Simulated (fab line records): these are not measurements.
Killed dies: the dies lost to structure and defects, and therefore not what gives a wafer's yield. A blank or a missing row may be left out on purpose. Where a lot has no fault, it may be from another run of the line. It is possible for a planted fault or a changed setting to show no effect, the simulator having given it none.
Which of the tools did it? / flow ritCmos / Sampling: 14 lots, 42 wafers, 3 of 202 route steps

WHAT EACH GAUGE READ, for each wafer
RIT_M1_RS_MEAS_01: the measuring method here is four-point-probe. Usual: M1_AL_RS gives 0.0732 ohm/sq (standard deviation 0.00088).
lot=L781; measured=day 3 06:36; on=filmMetro-03; M1_AL_RS (ohm/sq)=0.0734 0.0733 0.0741; flag=
lot=L783; measured=day 3 15:11; on=filmMetro-01; M1_AL_RS (ohm/sq)=0.0728 0.0730 0.0734; flag=
lot=L784; measured=day 4 00:15; on=filmMetro-01; M1_AL_RS (ohm/sq)=0.0720 0.0724 0.0720; flag=
lot=L785; measured=day 4 03:35; on=filmMetro-01; M1_AL_RS (ohm/sq)=0.0724 0.0728 0.0723; flag=
lot=L787; measured=day 4 13:32; on=filmMetro-01; M1_AL_RS (ohm/sq)=0.0736 0.0726 0.0732; flag=
lot=L788; measured=day 4 17:14; on=filmMetro-01; M1_AL_RS (ohm/sq)=0.0741 0.0752 0.0745; flag=
lot=L789; measured=day 4 22:47; on=filmMetro-04; M1_AL_RS (ohm/sq)=0.0717 0.0717 0.0722; flag=
lot=L792; measured=day 5 15:31; on=filmMetro-04; M1_AL_RS (ohm/sq)=0.0746 0.0739 0.0737; flag=
lot=L794; measured=day 5 21:50; on=filmMetro-04; M1_AL_RS (ohm/sq)=0.0761 0.0752 0.0762; flag=
lot=L798; measured=day 6 17:52; on=filmMetro-01; M1_AL_RS (ohm/sq)=0.0775 0.0743 0.0780; flag=OFF
lot=L799; measured=day 7 00:55; on=filmMetro-01; M1_AL_RS (ohm/sq)=0.0772 0.0744 0.0771; flag=OFF
lot=L801; measured=day 7 10:06; on=filmMetro-04; M1_AL_RS (ohm/sq)=0.0732 0.0730 0.0734; flag=
lot=L802; measured=day 7 13:43; on=filmMetro-01; M1_AL_RS (ohm/sq)=0.0728 0.0735 0.0723; flag=
lot=L804; measured=day 8 00:53; on=filmMetro-01; M1_AL_RS (ohm/sq)=0.0729 0.0730 0.0728; flag=

RIT_M1_THK_MEAS_02: measures by xrf. Usual: M1_AL_THK gives 405 nm (standard deviation 5.5).
lot=L781; measured=day 3 06:43; on=filmMetro-03; M1_AL_THK (nm)=405 407 403; flag=
lot=L783; measured=day 3 15:19; on=filmMetro-01; M1_AL_THK (nm)=405 404 404; flag=
lot=L784; measured=day 4 00:22; on=filmMetro-01; M1_AL_THK (nm)=407 410 404; flag=
lot=L785; measured=day 4 03:41; on=filmMetro-01; M1_AL_THK (nm)=407 405 407; flag=
lot=L787; measured=day 4 13:38; on=filmMetro-01; M1_AL_THK (nm)=401 404 402; flag=
lot=L788; measured=day 4 17:20; on=filmMetro-01; M1_AL_THK (nm)=398 391 398; flag=
lot=L789; measured=day 4 22:54; on=filmMetro-04; M1_AL_THK (nm)=417 422 413; flag=
lot=L792; measured=day 5 15:38; on=filmMetro-04; M1_AL_THK (nm)=404 406 409; flag=
lot=L794; measured=day 5 21:57; on=filmMetro-04; M1_AL_THK (nm)=396 399 395; flag=
lot=L798; measured=day 6 17:58; on=filmMetro-01; M1_AL_THK (nm)=387 397 383; flag=
lot=L799; measured=day 7 01:02; on=filmMetro-01; M1_AL_THK (nm)=385 395 387; flag=
lot=L801; measured=day 7 10:13; on=filmMetro-04; M1_AL_THK (nm)=408 409 407; flag=
lot=L802; measured=day 7 13:50; on=filmMetro-01; M1_AL_THK (nm)=404 402 407; flag=
lot=L804; measured=day 8 00:59; on=filmMetro-01; M1_AL_THK (nm)=403 406 405; flag=

WHICH TOOL RAN EACH LOT (tool, then ch and the chambers of the sampled wafers, then the start)
lot=L781; RIT_M1_SPUTTER_00=pvdSputter-03, day 3 06:17
lot=L783; RIT_M1_SPUTTER_00=pvdSputter-03, day 3 14:54
lot=L784; RIT_M1_SPUTTER_00=pvdSputter-02, day 3 23:57
lot=L785; RIT_M1_SPUTTER_00=pvdSputter-03, day 4 03:15
lot=L787; RIT_M1_SPUTTER_00=pvdSputter-03, day 4 13:11
lot=L788; RIT_M1_SPUTTER_00=pvdSputter-02, day 4 16:55
lot=L789; RIT_M1_SPUTTER_00=pvdSputter-03, day 4 22:29
lot=L792; RIT_M1_SPUTTER_00=pvdSputter-02, day 5 15:13
lot=L794; RIT_M1_SPUTTER_00=pvdSputter-04, day 5 21:32
lot=L798; RIT_M1_SPUTTER_00=pvdSputter-04, day 6 17:31
lot=L799; RIT_M1_SPUTTER_00=pvdSputter-04, day 7 00:37
lot=L801; RIT_M1_SPUTTER_00=pvdSputter-02, day 7 09:36
lot=L802; RIT_M1_SPUTTER_00=pvdSputter-03, day 7 13:25
lot=L804; RIT_M1_SPUTTER_00=pvdSputter-03, day 8 00:32
- RIT_M1_SPUTTER_00: material Al, target thk 400 nm, time 500 s.

WHAT THE TOOLS THEMSELVES READ (means of the sampled wafers that have a number; where no wafer has one, the mark that the record gives instead)
RIT_M1_SPUTTER_00. Usual: cathodeDcPowerW 2000.0 W, standard deviation 0.36; chamberPressurePa 0.4001 Pa, standard deviation 0.00074; throttleValvePct 30.0 %, standard deviation 0.93.
lot=L781; tool=pvdSputter-03; cathodeDcPowerW (W)=2000.1; chamberPressurePa (Pa)=0.3996; throttleValvePct (%)=29.3; flag=
lot=L783; tool=pvdSputter-03; cathodeDcPowerW (W)=2000.1; chamberPressurePa (Pa)=0.4004; throttleValvePct (%)=29.4; flag=
lot=L784; tool=pvdSputter-02; cathodeDcPowerW (W)=2000.4; chamberPressurePa (Pa)=0.4000; throttleValvePct (%)=30.0; flag=
lot=L785; tool=pvdSputter-03; cathodeDcPowerW (W)=2000.0; chamberPressurePa (Pa)=0.3996; throttleValvePct (%)=29.2; flag=
lot=L787; tool=pvdSputter-03; cathodeDcPowerW (W)=2000.0; chamberPressurePa (Pa)=0.3997; throttleValvePct (%)=28.7; flag=
lot=L788; tool=pvdSputter-02; cathodeDcPowerW (W)=2000.2; chamberPressurePa (Pa)=0.4002; throttleValvePct (%)=30.0; flag=
lot=L789; tool=pvdSputter-03; cathodeDcPowerW (W)=1999.8; chamberPressurePa (Pa)=0.4000; throttleValvePct (%)=30.2; flag=
lot=L792; tool=pvdSputter-02; cathodeDcPowerW (W)=2000.2; chamberPressurePa (Pa)=0.3999; throttleValvePct (%)=29.4; flag=
lot=L794; tool=pvdSputter-04; cathodeDcPowerW (W)=2000.1; chamberPressurePa (Pa)=0.4002; throttleValvePct (%)=30.2; flag=
lot=L798; tool=pvdSputter-04; cathodeDcPowerW (W)=1999.8; chamberPressurePa (Pa)=0.4368; throttleValvePct (%)=29.1; flag=OFF
lot=L799; tool=pvdSputter-04; cathodeDcPowerW (W)=2000.2; chamberPressurePa (Pa)=0.4368; throttleValvePct (%)=29.1; flag=OFF
lot=L801; tool=pvdSputter-02; cathodeDcPowerW (W)=1999.7; chamberPressurePa (Pa)=0.3999; throttleValvePct (%)=30.2; flag=
lot=L802; tool=pvdSputter-03; cathodeDcPowerW (W)=1999.5; chamberPressurePa (Pa)=0.4003; throttleValvePct (%)=29.6; flag=
lot=L804; tool=pvdSputter-03; cathodeDcPowerW (W)=1999.8; chamberPressurePa (Pa)=0.4003; throttleValvePct (%)=30.3; flag=

THE ANSWER, worked out from the rows above alone
Rule: take the mean of a lot's wafers that have a number; if it is more than 3 standard deviations from the usual mean, the lot is off. A lot without any number at a reading at which 4 lots or more have one is off too. The other lots that the step has rows for count as sound. First the gauges in route order, then the tools' own readings, where a lot's mean is used as printed above. At the first step where some lot is off, the reading lying furthest off is the one used; lots without a number count as furthest.
Off: at RIT_M1_RS_MEAS_01 (M1_AL_RS), L798, L799.
A tool fits if, at a process step before that reading, it ran every lot that is off, and no sound lot after the first of them. The gauges at RIT_M1_RS_MEAS_01 aren't tried: what is off there is off at RIT_M1_SPUTTER_00 too, on other tools, and a gauge's error can't cause that. One candidate fits, namely pvdSputter-04 at RIT_M1_SPUTTER_00. A fault onset in the window from L794 (day 5 21:32, its last sound lot) to L798 (day 6 17:31, its first lot off) fits.
The tool's own readings at RIT_M1_SPUTTER_00 bear it out: on the lots that are off they differ by more than 5 times the standard deviation of the sound lots' means. chamberPressurePa reads 0.4368 Pa there against 0.4000 Pa on the sound lots.

WHAT THE SIMULATOR HAD PUT IN
Drift in process parameters on pvdSputter-04 at RIT_M1_SPUTTER_00, starting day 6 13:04. A move of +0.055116 in setting chamberPressurePa, from 0.4. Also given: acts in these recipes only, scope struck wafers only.
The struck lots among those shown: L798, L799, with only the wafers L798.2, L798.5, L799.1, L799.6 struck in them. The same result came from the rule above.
